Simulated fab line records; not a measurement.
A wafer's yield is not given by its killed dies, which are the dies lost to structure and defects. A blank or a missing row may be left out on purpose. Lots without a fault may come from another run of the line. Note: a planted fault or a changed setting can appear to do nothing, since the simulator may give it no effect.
fab line records | flow rit_cmos
record: lots: 6 | wafers: 18 | last_day: 8
route steps=202 shown NLDD@111 PLDD@114 SPACER@125 NSD@131 PSD@142 M1@202
lots that met no fault: from a run of the same line without faults
start_h: start of the lot's first displayed wafer, in hours after the record's first day | wait_h: how many hours have passed since the lot's step before this one | " identical to the entry in the row above | L1.1+2: one row covering several wafers at once | - either no value or no given start | * or withheld: withheld | < > ~ a bound
route shown NAME@n: NAME is a module with steps in the file, n the number in the route of the first one | usual: average and standard deviation across the fault-free wafers | same: alike in all rows | chamber/n: place in a boat | sites: the reading at each site | _std_site: standard deviation of those values | _edge_site: inner sites' mean taken away from outer sites' mean | radius_mm: for every site, how far away it sits from the centre of the wafer | mask NAME#n: copy n | behind: the most recent tool/chamber to have shaped the wafer | hold: what put the lot on hold/how long, in hours/how the hold closed | device: names the non-switching transistor (n, p or np) | end of line: the same wafers' tests at the end of the route | where a step has no rows: the recipe by itself | killed: at the first sort, the dies lost to defects and structure; wafer yield is something else | map: per-die view of a wafer (x killed, . not killed, _ where there is no die)
set.NAME: the run value of the setting; set.NAME@STEP: its run value at that earlier step | model.NAME: the simulator's own value behind a step, which no gauge read
a table for each step, a row for each wafer; lots at some steps of the route
services: the hour from which a tool's chamber was out of use, counted from the record's first day as start_h (under 0 if before that day), plus the number of hours and why
== steps ==
step: RIT_NLDD_IMPLANT_08
recipe: species: P | energy_kev: 20 | dose_cm2: 5e+14 | tilt_deg: 7
step: RIT_NLDD_STRIP_09
recipe: chemistry: O2 | time_s: 180 | resist: NOVOLAK | platen_temp_c: withheld | power_w: 500 | pressure_mtorr: 4000 | o2_flow_sccm: 4000
usual: drypump_motor_current_A: 5.9/0.44
lot.wafer | tool            | chamber | start_h | wait_h | drypump_motor_current_A | rf_hours_counter_h
L653.1    | plasma_asher-01 | 1       | 58.24   | 0.1    | 5.6                     | 24
L653.4    | "               | 0       | "       | "      | 5.6                     | -
L653.5    | "               | 0       | "       | "      | 5.6                     | -
L658.1    | plasma_asher-02 | 0       | 86.82   | 0.1    | 6.1                     | 45
L658.2    | "               | 1       | "       | "      | 5.3                     | 45
L658.6    | "               | 1       | "       | "      | 5.2                     | -
L660.3    | plasma_asher-02 | 0       | 99.86   | 0.1    | 6.1                     | -
L660.4    | "               | 1       | "       | "      | 5.3                     | -
L660.5    | "               | 0       | "       | "      | 6.1                     | -
L663.2    | plasma_asher-04 | 1       | 114.59  | 0.1    | 6.7                     | 48
L663.3    | "               | 1       | "       | "      | 6.7                     | -
L663.6    | "               | 1       | "       | "      | 6.7                     | -
L670.1    | plasma_asher-04 | 0       | 148.74  | 0.1    | 6.3                     | 51
L670.4    | "               | 0       | "       | "      | 6.3                     | -
L670.6    | "               | 0       | "       | "      | 6.3                     | -
L673.1    | plasma_asher-01 | 0       | 163.71  | 0.1    | 5.6                     | 35
L673.2    | "               | 1       | "       | "      | 5.7                     | 35
L673.5    | "               | 1       | "       | "      | 5.7                     | -
step: RIT_NLDD_TW_MEAS_10
usual: NLDD_TW: 2489/22
lot.wafer | tool          | chamber | start_h | wait_h | NLDD_TW
L653.1    | film_metro-01 | -       | 58.42   | 0.1    | 2494
L653.4    | "             | -       | "       | "      | 2482
L653.5    | "             | -       | "       | "      | 2497
L658.1    | film_metro-01 | -       | 87.00   | 0.1    | 2475
L658.2    | "             | -       | "       | "      | 2495
L658.6    | "             | -       | "       | "      | 2487
L660.3    | film_metro-03 | -       | 100.00  | 0.1    | 2525
L660.4    | "             | -       | "       | "      | 2533
L660.5    | "             | -       | "       | "      | 2520
L663.2    | film_metro-03 | -       | 114.77  | 0.1    | 2529
L663.3    | "             | -       | "       | "      | 2529
L663.6    | "             | -       | "       | "      | 2515
L670.1    | film_metro-03 | -       | 148.91  | 0.1    | 2492
L670.4    | "             | -       | "       | "      | 2476
L670.6    | "             | -       | "       | "      | 2500
L673.1    | film_metro-01 | -       | 163.89  | 0.1    | 2487
L673.2    | "             | -       | "       | "      | 2459
L673.5    | "             | -       | "       | "      | 2465
step: RIT_PLDD_HMDS_00
recipe: prime_time_s: 60 | prime_temp_c: 140
step: RIT_PLDD_COAT_01
recipe: resist: NOVOLAK | spin_rpm: 3250 | resist_thk_nm: 1000
step: RIT_PLDD_SOFTBAKE_02
recipe: resist: NOVOLAK | temp_c: 90 | time_s: 60
step: RIT_PLDD_EXPOSE_03
recipe: mask_id: M8 | na: 0.57 | target_cd_nm: 40900 | dose_mj: 250
step: RIT_PLDD_PEB_04
recipe: resist: NOVOLAK | temp_c: withheld | time_s: withheld
step: RIT_PLDD_DEVELOP_05
recipe: resist: NOVOLAK | develop_time_s: 50 | dev_temp_c: 23
step: RIT_PLDD_OVL_MEAS_06
usual: PLDD_OVL: 0.7/1.5
lot.wafer | tool       | chamber | start_h | wait_h | PLDD_OVL[nm]
L653.1    | overlay-02 | -       | 59.37   | -      | 0.2
L653.4    | "          | -       | "       | "      | 0.4
L653.5    | "          | -       | "       | "      | 1.3
L658.1    | overlay-01 | -       | 88.03   | -      | 1.8
L658.2    | "          | -       | "       | "      | -0.5
L658.6    | "          | -       | "       | "      | 2.3
L660.3    | overlay-01 | -       | 101.03  | -      | 1.7
L660.4    | "          | -       | "       | "      | -0.7
L660.5    | "          | -       | "       | "      | 2.3
L663.2    | overlay-02 | -       | 115.68  | -      | 0.8
L663.3    | "          | -       | "       | "      | 1.1
L663.6    | "          | -       | "       | "      | 1.6
L670.1    | overlay-01 | -       | 149.95  | -      | 0.0
L670.4    | "          | -       | "       | "      | -1.5
L670.6    | "          | -       | "       | "      | -0.2
L673.1    | overlay-02 | -       | 164.92  | -      | -2.6
L673.2    | "          | -       | "       | "      | -1.5
L673.5    | "          | -       | "       | "      | -1.2
step: RIT_PLDD_HARDBAKE_07
recipe: resist: NOVOLAK | temp_c: 140 | time_s: 60
step: RIT_PLDD_IMPLANT_08
recipe: species: BF2 | energy_kev: 20 | dose_cm2: 9e+14 | tilt_deg: 7
step: RIT_PLDD_STRIP_09
recipe: chemistry: O2 | time_s: 180 | resist: NOVOLAK | platen_temp_c: withheld | power_w: 500 | pressure_mtorr: 4000 | o2_flow_sccm: 4000
usual: drypump_motor_current_A: 6.0/0.47
lot.wafer | tool            | chamber | start_h | wait_h | drypump_motor_current_A | rf_hours_counter_h
L653.1    | plasma_asher-02 | 0       | 59.70   | 0.1    | 6.1                     | 43
L653.4    | "               | 1       | "       | "      | 5.2                     | -
L653.5    | "               | 0       | "       | "      | 6.1                     | -
L658.1    | plasma_asher-02 | 0       | 88.37   | 0.1    | 6.1                     | 46
L658.2    | "               | 1       | "       | "      | 5.2                     | 46
L658.6    | "               | 0       | "       | "      | 6.1                     | -
L660.3    | plasma_asher-02 | 0       | 101.41  | 0.1    | 6.0                     | -
L660.4    | "               | 1       | "       | "      | 5.2                     | -
L660.5    | "               | 0       | "       | "      | 6.1                     | -
L663.2    | plasma_asher-03 | 0       | 116.01  | 0.1    | 6.0                     | 48
L663.3    | "               | 1       | "       | "      | 5.7                     | -
L663.6    | "               | 0       | "       | "      | 6.0                     | -
L670.1    | plasma_asher-04 | 1       | 150.28  | 0.1    | 6.7                     | 51
L670.4    | "               | 1       | "       | "      | 6.7                     | -
L670.6    | "               | 0       | "       | "      | 6.3                     | -
L673.1    | plasma_asher-04 | 1       | 165.26  | 0.1    | 6.7                     | 53
L673.2    | "               | 0       | "       | "      | 6.3                     | 53
L673.5    | "               | 0       | "       | "      | 6.3                     | -
step: RIT_PLDD_TW_MEAS_10
usual: PLDD_TW: 2330/18
lot.wafer | tool          | chamber | start_h | wait_h | PLDD_TW
L653.1    | film_metro-01 | -       | 59.88   | 0.1    | 2352
L653.4    | "             | -       | "       | "      | 2339
L653.5    | "             | -       | "       | "      | 2355
L658.1    | film_metro-02 | -       | 88.54   | 0.1    | 2320
L658.2    | "             | -       | "       | "      | 2313
L658.6    | "             | -       | "       | "      | 2340
L660.3    | film_metro-01 | -       | 101.55  | 0.1    | 2320
L660.4    | "             | -       | "       | "      | 2313
L660.5    | "             | -       | "       | "      | 2319
L663.2    | film_metro-01 | -       | 116.19  | 0.1    | 2331
L663.3    | "             | -       | "       | "      | 2324
L663.6    | "             | -       | "       | "      | 2334
L670.1    | film_metro-03 | -       | 150.46  | 0.1    | 2348
L670.4    | "             | -       | "       | "      | 2357
L670.6    | "             | -       | "       | "      | 2355
L673.1    | film_metro-01 | -       | 165.44  | 0.1    | 2332
L673.2    | "             | -       | "       | "      | 2330
L673.5    | "             | -       | "       | "      | 2334
step: RIT_SPACER_CLEAN_00
recipe: chemistry: SC1 | mix: 3:3:50 | time_s: 600 | temp_c: 75
step: RIT_SPACER_CLEAN_01
recipe: chemistry: dHF | dilution: 50:1 | time_s: 30
step: RIT_SPACER_CLEAN_02
recipe: chemistry: SC2 | mix: 3:3:50 | time_s: 600 | temp_c: 75 | dry: n2_spin
step: RIT_SPACER_CVD_03
recipe: material: Si3N4 | target_thk_nm: 250 | temp_c: 810 | precursor: SiH2Cl2/NH3 | time_s: 3300 | pressure_mtorr: 300 | sih2cl2_flow_sccm: 60 | nh3_flow_sccm: 150
step: RIT_SPACER_THK_MEAS_04
recipe: reads: Si3N4_of_SPACER_CVD_03
usual: SPACER_NITRIDE_THK: 249.4/2.5
lot.wafer | tool          | chamber | start_h | wait_h | SPACER_NITRIDE_THK[nm]
L653.1    | film_metro-03 | -       | 63.40   | 0.0    | 249.2
L653.4    | "             | -       | "       | "      | 249.0
L653.5    | "             | -       | "       | "      | 247.1
L658.1    | film_metro-04 | -       | 90.89   | 0.0    | 245.1
L658.2    | "             | -       | "       | "      | 246.1
L658.6    | "             | -       | "       | "      | 243.7
L660.3    | film_metro-01 | -       | 103.89  | 0.0    | 246.7
L660.4    | "             | -       | "       | "      | 248.8
L660.5    | "             | -       | "       | "      | 248.6
L663.2    | film_metro-04 | -       | 118.54  | 0.0    | 250.5
L663.3    | "             | -       | "       | "      | 248.5
L663.6    | "             | -       | "       | "      | 249.9
L670.1    | film_metro-01 | -       | 152.83  | 0.0    | 252.6
L670.4    | "             | -       | "       | "      | 251.5
L670.6    | "             | -       | "       | "      | 251.3
L673.1    | film_metro-01 | -       | 169.56  | 0.0    | 249.3
L673.2    | "             | -       | "       | "      | 250.4
L673.5    | "             | -       | "       | "      | 251.0
step: RIT_SPACER_ETCHBACK_05
recipe: target_depth_a: 2500 | SF6_flow_sccm: 30 | CHF3_flow_sccm: 30 | target: Si3N4 | chemistry: SF6/CHF3 | pressure_mtorr: 40 | rf_w: 250 | time_s: 240 | stop_on: SiO2
usual: drypump_motor_current_A: 5.7/0.4 | oes_product_au: 0.844/0.015 | throttle_valve_pct: 10.33/0.19
lot.wafer | tool        | chamber | start_h | wait_h | drypump_motor_current_A | oes_product_au | rf_hours_counter_h | throttle_valve_pct
L653.1    | rie_diel-01 | 3       | 63.46   | 0.1    | 5.8                     | 0.834          | 50                 | 10.00
L653.4    | "           | 2       | "       | "      | 6.0                     | 0.831          | 46                 | 10.45
L653.5    | "           | 2       | "       | "      | 6.0                     | 0.824          | -                  | 10.46
L658.1    | rie_diel-03 | 1       | 90.95   | 0.1    | 5.5                     | 0.821          | 64                 | 10.42
L658.2    | "           | 2       | "       | "      | 5.1                     | 0.839          | 142                | 10.27
L658.6    | "           | 0       | "       | "      | 6.1                     | 0.829          | -                  | 10.40
L660.3    | rie_diel-03 | 3       | 103.93  | 0.0    | 5.6                     | 0.844          | 54                 | 9.91
L660.4    | "           | 2       | "       | "      | 5.2                     | 0.854          | -                  | 10.28
L660.5    | "           | 1       | "       | "      | 5.5                     | 0.829          | -                  | 10.43
L663.2    | rie_diel-02 | 3       | 118.59  | 0.0    | 5.4                     | 0.860          | 93                 | 10.38
L663.3    | "           | 1       | "       | "      | 5.5                     | 0.854          | 54                 | 10.44
L663.6    | "           | 1       | "       | "      | 5.5                     | 0.854          | -                  | 10.45
L670.1    | rie_diel-02 | 2       | 152.89  | 0.1    | 6.6                     | 0.836          | 0                  | 10.41
L670.4    | "           | 1       | "       | "      | 5.5                     | 0.858          | 55                 | 10.45
L670.6    | "           | 1       | "       | "      | 5.5                     | 0.868          | -                  | 10.45
L673.1    | rie_diel-03 | 1       | 169.62  | 0.1    | 5.5                     | 0.834          | 65                 | 10.42
L673.2    | "           | 2       | "       | "      | 5.1                     | 0.849          | 143                | 10.27
L673.5    | "           | 1       | "       | "      | 5.5                     | 0.825          | -                  | 10.43
step: RIT_NSD_HMDS_00
recipe: prime_time_s: 60 | prime_temp_c: 140
step: RIT_NSD_COAT_01
recipe: resist: NOVOLAK | spin_rpm: 3250 | resist_thk_nm: 1000
step: RIT_NSD_SOFTBAKE_02
recipe: resist: NOVOLAK | temp_c: 90 | time_s: 60
step: RIT_NSD_EXPOSE_03
recipe: mask_id: M9 | na: 0.57 | target_cd_nm: 40700 | dose_mj: 250
step: RIT_NSD_PEB_04
recipe: resist: NOVOLAK | temp_c: withheld | time_s: withheld
step: RIT_NSD_DEVELOP_05
recipe: resist: NOVOLAK | develop_time_s: 50 | dev_temp_c: 23
step: RIT_NSD_OVL_MEAS_06
usual: NSD_OVL: -1.1/1.3
lot.wafer | tool       | chamber | start_h | wait_h | NSD_OVL[nm]
L653.1    | overlay-02 | -       | 64.62   | -      | -2.7
L653.4    | "          | -       | "       | "      | -1.5
L653.5    | "          | -       | "       | "      | -2.1
L658.1    | overlay-01 | -       | 91.95   | -      | 0.9
L658.2    | "          | -       | "       | "      | -0.1
L658.6    | "          | -       | "       | "      | -1.3
L660.3    | overlay-01 | -       | 105.17  | -      | -1.9
L660.4    | "          | -       | "       | "      | -2.4
L660.5    | "          | -       | "       | "      | -1.1
L663.2    | overlay-02 | -       | 119.72  | -      | -0.5
L663.3    | "          | -       | "       | "      | -1.5
L663.6    | "          | -       | "       | "      | -1.1
L670.1    | overlay-01 | -       | 154.02  | -      | -0.2
L670.4    | "          | -       | "       | "      | -2.1
L670.6    | "          | -       | "       | "      | -0.2
L673.1    | overlay-01 | -       | 170.62  | -      | -1.6
L673.2    | "          | -       | "       | "      | -1.9
L673.5    | "          | -       | "       | "      | -3.2
step: RIT_NSD_HARDBAKE_07
recipe: resist: NOVOLAK | temp_c: 140 | time_s: 60
step: RIT_NSD_IMPLANT_08
recipe: species: P | energy_kev: 25 | dose_cm2: 1e+15 | tilt_deg: 7
step: RIT_NSD_STRIP_09
recipe: chemistry: O2 | time_s: 180 | resist: NOVOLAK | platen_temp_c: withheld | power_w: 500 | pressure_mtorr: 4000 | o2_flow_sccm: 4000
usual: drypump_motor_current_A: 6.0/0.38
lot.wafer | tool            | chamber | start_h | wait_h | drypump_motor_current_A | rf_hours_counter_h
L653.1    | plasma_asher-03 | 1       | 64.96   | 0.1    | 5.7                     | 42
L653.4    | "               | 0       | "       | "      | 6.0                     | -
L653.5    | "               | 1       | "       | "      | 5.7                     | -
L658.1    | plasma_asher-03 | 1       | 92.29   | 0.1    | 5.7                     | 45
L658.2    | "               | 0       | "       | "      | 6.0                     | 45
L658.6    | "               | 0       | "       | "      | 6.0                     | -
L660.3    | plasma_asher-03 | 1       | 105.56  | 0.1    | 5.7                     | -
L660.4    | "               | 0       | "       | "      | 6.0                     | -
L660.5    | "               | 1       | "       | "      | 5.7                     | -
L663.2    | plasma_asher-03 | 0       | 120.05  | 0.1    | 6.0                     | 48
L663.3    | "               | 1       | "       | "      | 5.7                     | -
L663.6    | "               | 0       | "       | "      | 6.0                     | -
L670.1    | plasma_asher-04 | 0       | 154.35  | 0.1    | 6.3                     | 52
L670.4    | "               | 1       | "       | "      | 6.7                     | -
L670.6    | "               | 1       | "       | "      | 6.7                     | -
L673.1    | plasma_asher-03 | 1       | 170.96  | 0.1    | 5.7                     | 53
L673.2    | "               | 0       | "       | "      | 6.0                     | 53
L673.5    | "               | 1       | "       | "      | 5.7                     | -
step: RIT_NSD_TW_MEAS_10
usual: NSD_TW: 3100/27
lot.wafer | tool          | chamber | start_h | wait_h | NSD_TW
L653.1    | film_metro-01 | -       | 65.13   | 0.1    | 3128
L653.4    | "             | -       | "       | "      | 3123
L653.5    | "             | -       | "       | "      | 3123
L658.1    | film_metro-02 | -       | 92.46   | 0.1    | 3091
L658.2    | "             | -       | "       | "      | 3083
L658.6    | "             | -       | "       | "      | 3083
L660.3    | film_metro-03 | -       | 105.69  | 0.1    | 3158
L660.4    | "             | -       | "       | "      | 3154
L660.5    | "             | -       | "       | "      | 3164
L663.2    | film_metro-01 | -       | 120.23  | 0.1    | 3110
L663.3    | "             | -       | "       | "      | 3111
L663.6    | "             | -       | "       | "      | 3115
L670.1    | film_metro-01 | -       | 154.53  | 0.1    | 3101
L670.4    | "             | -       | "       | "      | 3122
L670.6    | "             | -       | "       | "      | 3079
L673.1    | film_metro-03 | -       | 171.13  | 0.1    | 3129
L673.2    | "             | -       | "       | "      | 3132
L673.5    | "             | -       | "       | "      | 3121
step: RIT_PSD_HMDS_00
recipe: prime_time_s: 60 | prime_temp_c: 140
step: RIT_PSD_COAT_01
recipe: resist: NOVOLAK | spin_rpm: 3250 | resist_thk_nm: 1000
step: RIT_PSD_SOFTBAKE_02
recipe: resist: NOVOLAK | temp_c: 90 | time_s: 60
step: RIT_PSD_EXPOSE_03
recipe: mask_id: M10 | na: 0.57 | target_cd_nm: 40900 | dose_mj: 250
step: RIT_PSD_PEB_04
recipe: resist: NOVOLAK | temp_c: withheld | time_s: withheld
step: RIT_PSD_DEVELOP_05
recipe: resist: NOVOLAK | develop_time_s: 50 | dev_temp_c: 23
step: RIT_PSD_OVL_MEAS_06
usual: PSD_OVL: -0.7/1.5
lot.wafer | tool       | chamber | start_h | wait_h | PSD_OVL[nm]
L653.1    | overlay-02 | -       | 66.06   | -      | 0.0
L653.4    | "          | -       | "       | "      | -2.0
L653.5    | "          | -       | "       | "      | 0.0
L658.1    | overlay-02 | -       | 93.37   | -      | -1.5
L658.2    | "          | -       | "       | "      | -2.4
L658.6    | "          | -       | "       | "      | -0.8
L660.3    | overlay-01 | -       | 106.72  | -      | 0.0
L660.4    | "          | -       | "       | "      | -0.6
L660.5    | "          | -       | "       | "      | -0.4
L663.2    | overlay-02 | -       | 121.14  | -      | 0.3
L663.3    | "          | -       | "       | "      | -2.3
L663.6    | "          | -       | "       | "      | 0.0
L670.1    | overlay-02 | -       | 155.44  | -      | -0.5
L670.4    | "          | -       | "       | "      | -0.3
L670.6    | "          | -       | "       | "      | -1.1
L673.1    | overlay-02 | -       | 172.04  | -      | 1.7
L673.2    | "          | -       | "       | "      | 0.5
L673.5    | "          | -       | "       | "      | -0.7
step: RIT_PSD_HARDBAKE_07
recipe: resist: NOVOLAK | temp_c: 140 | time_s: 60
step: RIT_PSD_IMPLANT_08
recipe: species: BF2 | energy_kev: 27 | dose_cm2: 5e+15 | tilt_deg: 7
step: RIT_PSD_STRIP_09
recipe: chemistry: O2 | time_s: 180 | resist: NOVOLAK | platen_temp_c: withheld | power_w: 500 | pressure_mtorr: 4000 | o2_flow_sccm: 4000
usual: drypump_motor_current_A: 5.70/0.26
lot.wafer | tool            | chamber | start_h | wait_h | drypump_motor_current_A | rf_hours_counter_h
L653.1    | plasma_asher-01 | 0       | 66.50   | 0.1    | 5.63                    | 24
L653.4    | "               | 1       | "       | "      | 5.68                    | -
L653.5    | "               | 1       | "       | "      | 5.70                    | -
L658.1    | plasma_asher-01 | 0       | 93.71   | 0.1    | 5.64                    | 27
L658.2    | "               | 1       | "       | "      | 5.66                    | 27
L658.6    | "               | 0       | "       | "      | 5.63                    | -
L660.3    | plasma_asher-02 | 1       | 107.10  | 0.1    | 5.26                    | -
L660.4    | "               | 0       | "       | "      | 6.07                    | -
L660.5    | "               | 0       | "       | "      | 6.06                    | -
L663.2    | plasma_asher-03 | 0       | 121.47  | 0.1    | 6.03                    | 48
L663.3    | "               | 0       | "       | "      | 6.01                    | -
L663.6    | "               | 1       | "       | "      | 5.67                    | -
L670.1    | plasma_asher-01 | 1       | 155.77  | 0.1    | 5.65                    | 34
L670.4    | "               | 0       | "       | "      | 5.62                    | -
L670.6    | "               | 1       | "       | "      | 5.64                    | -
L673.1    | plasma_asher-02 | 0       | 172.38  | 0.1    | 6.06                    | 6
L673.2    | "               | 1       | "       | "      | 5.22                    | 6
L673.5    | "               | 0       | "       | "      | 6.05                    | -
step: RIT_PSD_TW_MEAS_10
usual: PSD_TW: 3417/31
lot.wafer | tool          | chamber | start_h | wait_h | PSD_TW
L653.1    | film_metro-02 | -       | 66.67   | 0.1    | 3356
L653.4    | "             | -       | "       | "      | 3376
L653.5    | "             | -       | "       | "      | 3362
L658.1    | film_metro-03 | -       | 93.89   | 0.1    | 3429
L658.2    | "             | -       | "       | "      | 3432
L658.6    | "             | -       | "       | "      | 3443
L660.3    | film_metro-03 | -       | 107.24  | 0.1    | 3470
L660.4    | "             | -       | "       | "      | 3465
L660.5    | "             | -       | "       | "      | 3462
L663.2    | film_metro-01 | -       | 121.65  | 0.1    | 3389
L663.3    | "             | -       | "       | "      | 3407
L663.6    | "             | -       | "       | "      | 3428
L670.1    | film_metro-01 | -       | 155.95  | 0.1    | 3394
L670.4    | "             | -       | "       | "      | 3401
L670.6    | "             | -       | "       | "      | 3404
L673.1    | film_metro-02 | -       | 172.55  | 0.1    | 3382
L673.2    | "             | -       | "       | "      | 3379
L673.5    | "             | -       | "       | "      | 3359
step: RIT_M1_PROBE_99
usual: killed_at_contacts: 0.1/0.23 | killed_at_front_end: 7/3.1 | killed_dies: 7/3.1 | killed_on_rim: 1.8/1.4 | killed_open: 3.3/2 | killed_short: 3.6/1.9
same: gross_dies: 264 | killed_at_M0_to_M3: 0 | killed_at_M4_up: 0 | killed_at_back_side: 0 | killed_at_other: 0
lot.wafer | tool      | chamber | start_h | wait_h | killed_at_contacts | killed_at_front_end | killed_dies | killed_on_rim | killed_open | killed_short
L653.1    | prober-01 | -       | 74.41   | 0.1    | 0                  | 7                   | 7           | 3             | 2           | 5
L653.4    | prober-01 | -       | 74.56   | 0.2    | 0                  | 3                   | 3           | 0             | 1           | 2
L653.5    | prober-01 | -       | 74.61   | 0.2    | 0                  | 5                   | 5           | 2             | 2           | 3
L658.1    | prober-02 | -       | 102.26  | 0.1    | 0                  | 41                  | 41          | 8             | 2           | 2
L658.2    | prober-02 | -       | 102.31  | 0.1    | 0                  | 26                  | 26          | 8             | 2           | 2
L658.6    | prober-02 | -       | 102.51  | 0.2    | 0                  | 52                  | 52          | 11            | 6           | 4
L660.3    | prober-02 | -       | 115.08  | 0.2    | 0                  | 49                  | 49          | 8             | 3           | 4
L660.4    | prober-02 | -       | 115.13  | 0.2    | 0                  | 36                  | 36          | 12            | 5           | 5
L660.5    | prober-02 | -       | 115.18  | 0.2    | 0                  | 41                  | 41          | 6             | 4           | 3
L663.2    | prober-01 | -       | 129.43  | 0.1    | 1                  | 8                   | 9           | 3             | 5           | 4
L663.3    | prober-01 | -       | 129.48  | 0.2    | 0                  | 7                   | 7           | 0             | 1           | 6
L663.6    | prober-01 | -       | 129.63  | 0.2    | 0                  | 7                   | 7           | 0             | 3           | 4
L670.1    | prober-02 | -       | 163.84  | 0.1    | 0                  | 11                  | 11          | 5             | 4           | 7
L670.4    | prober-02 | -       | 163.99  | 0.2    | 0                  | 11                  | 11          | 3             | 5           | 6
L670.6    | prober-02 | -       | 164.09  | 0.2    | 0                  | 6                   | 6           | 0             | 3           | 3
killed by level:class
L653.1 FOX1:geometric_particle:short=2 GATE:geometric_particle:short=2 FOX1:geometric_particle:open=1 REOX:geometric_particle:open=1 SPACER:geometric_particle:short=1
L653.4 FOX1:geometric_particle:short=1 GATE:geometric_particle:short=1 GATE:geometric_particle:open=1
L653.5 SILICIDE:geometric_particle:short=2 FOX1:geometric_particle:open=1 REOX:geometric_particle:short=1 SILICIDE:geometric_particle:open=1
L658.1 PLDD:unspecified=37 GATE:geometric_particle:short=1 REOX:geometric_particle:open=1 SPACER:geometric_particle:open=1 SILICIDE:geometric_particle:short=1
L658.2 PLDD:unspecified=22 GATE:geometric_particle:short=2 FOX2:geometric_particle:open=1 SILICIDE:geometric_particle:open=1
L658.6 PLDD:unspecified=42 SILICIDE:geometric_particle:open=4 REOX:geometric_particle:short=2 FOX1:geometric_particle:short=1 FOX1:geometric_particle:open=1 GATE:geometric_particle:short=1 SPACER:geometric_particle:open=1
L660.3 PLDD:unspecified=42 GATE:geometric_particle:short=3 GATE:geometric_particle:open=2 REOX:geometric_particle:short=1 REOX:geometric_particle:open=1
L660.4 PLDD:unspecified=26 GATE:geometric_particle:open=4 GATE:geometric_particle:short=3 FOX1:geometric_particle:short=1 REOX:geometric_particle:short=1 SILICIDE:geometric_particle:open=1
L660.5 PLDD:unspecified=34 REOX:geometric_particle:short=2 SPACER:geometric_particle:open=2 FOX2:geometric_particle:open=1 GATE:geometric_particle:short=1 GATE:geometric_particle:open=1
L663.2 FOX1:geometric_particle:short=2 GATE:geometric_particle:open=2 FOX1:geometric_particle:open=1 FOX2:geometric_particle:open=1 REOX:geometric_particle:open=1 SPACER:geometric_particle:short=1 CONTACT:geometric_particle:short=1
L663.3 REOX:geometric_particle:short=4 FOX1:geometric_particle:short=1 SPACER:geometric_particle:open=1 SPACER:geometric_particle:short=1
L663.6 REOX:geometric_particle:short=2 REOX:geometric_particle:open=2 GATE:geometric_particle:short=1 SILICIDE:geometric_particle:short=1 SILICIDE:geometric_particle:open=1
L670.1 GATE:geometric_particle:open=2 GATE:geometric_particle:short=2 FOX1:geometric_particle:short=1 FOX2:geometric_particle:short=1 REOX:geometric_particle:short=1 REOX:geometric_particle:open=1 SPACER:geometric_particle:short=1 SILICIDE:geometric_particle:open=1
L670.4 GATE:geometric_particle:open=3 FOX1:geometric_particle:open=2 GATE:geometric_particle:short=2 FOX1:geometric_particle:short=1 FOX2:geometric_particle:short=1 SPACER:geometric_particle:short=1 SILICIDE:geometric_particle:short=1
L670.6 GATE:geometric_particle:open=2 FOX1:geometric_particle:short=1 FOX2:geometric_particle:short=1 FOX2:geometric_particle:open=1 SPACER:geometric_particle:short=1
map L658.6 (x killed, . not)
________......._______
_____...x.....x...____
____.............x.___
___...........x.....__
__......x......xxxxxx_
__.......x....xxxxxxx_
_............x.xxxxxxx
_............xxxxxxxx.
_........x.....xxxxxxx
_...............xxxx..
__x..............x..._
__..................._
___...x...x.......x.__
____...............___
_____.............____
________......._______
map L660.3 (x killed, . not)
________......._______
_____.x...........____
____...........x...___
___............x.x.x__
__...x.........xxxxx._
__............xxxxxxx_
_............x.xxxxxxx
_............xxxxxxxx.
_...x..........xxxxxx.
_x..............x.xxx.
__...............xx.._
__...........x......._
___.................__
____...............___
_____.............____
________......._______
== services ==
tool            | chamber | start_h | hours | kind
plasma_asher-01 | -       | 50.84   | 2.4   | repair
rie_diel-02     | 0       | 53.74   | -     | clean
rie_diel-02     | 0       | 53.74   | 27.6  | scheduled_down
rie_diel-02     | 1       | 77.89   | 7.6   | repair
rie_diel-01     | -       | 80.40   | 0.5   | repair
plasma_asher-04 | -       | 82.67   | 4.3   | pm
rie_diel-01     | 1       | 90.89   | 4.3   | repair
plasma_asher-03 | -       | 92.75   | 3.4   | repair
rie_diel-03     | 0       | 94.63   | 17.8  | repair
plasma_asher-04 | -       | 100.14  | 10.0  | pm
plasma_asher-01 | -       | 102.78  | 0.8   | repair
plasma_asher-02 | -       | 108.75  | 9.0   | pm
plasma_asher-02 | 0       | 108.75  | 9.0   | vent_cycle
plasma_asher-02 | 1       | 108.75  | 9.0   | vent_cycle
plasma_asher-02 | 0       | 117.75  | -     | clean
plasma_asher-02 | 1       | 117.75  | -     | clean
rie_diel-03     | 2       | 123.99  | 8.1   | repair
rie_diel-03     | 0       | 132.12  | -     | clean
rie_diel-03     | 0       | 132.12  | 12.7  | scheduled_down
rie_diel-03     | 0       | 132.12  | 12.7  | vent_cycle
rie_diel-02     | 1       | 136.15  | 6.4   | repair
plasma_asher-04 | -       | 145.66  | 1.5   | repair
plasma_asher-03 | -       | 150.50  | 1.7   | repair
rie_diel-02     | 3       | 157.76  | 4.2   | repair
== key ==
first_sign: step: RIT_M1_PROBE_99 | reading: killed_dies | direction: up | sigmas: 11 | usual: 7 | struck: 41
effect: step: RIT_M1_PROBE_99 | reading: killed_at_front_end | direction: up | sigmas: 11 | usual: 7 | struck: 41
met_at RIT_PLDD_STRIP_09
struck_wafers L658.1,L658.2,L658.6,L660.3,L660.4,L660.5
tester_left_out L658,L660
onset_between 59.70 88.37
also_fits RIT_NLDD_STRIP_09:plasma_asher-02
fault: kind: chamber_particle_source | tool: plasma_asher-02 | chamber: - | onset_h: 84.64 | steps: RIT_PLDD_STRIP_09 | rate_per_visit_cm2: 1.955 | end_h: 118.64
tester_left_out: of these lots the tester's yield and bins aren't shown, on N5 and GAA mostly nor the transistor test; their killed dies are dies lost to structure and defects alone, not to doping, threshold or leakage, so they don't give the yield
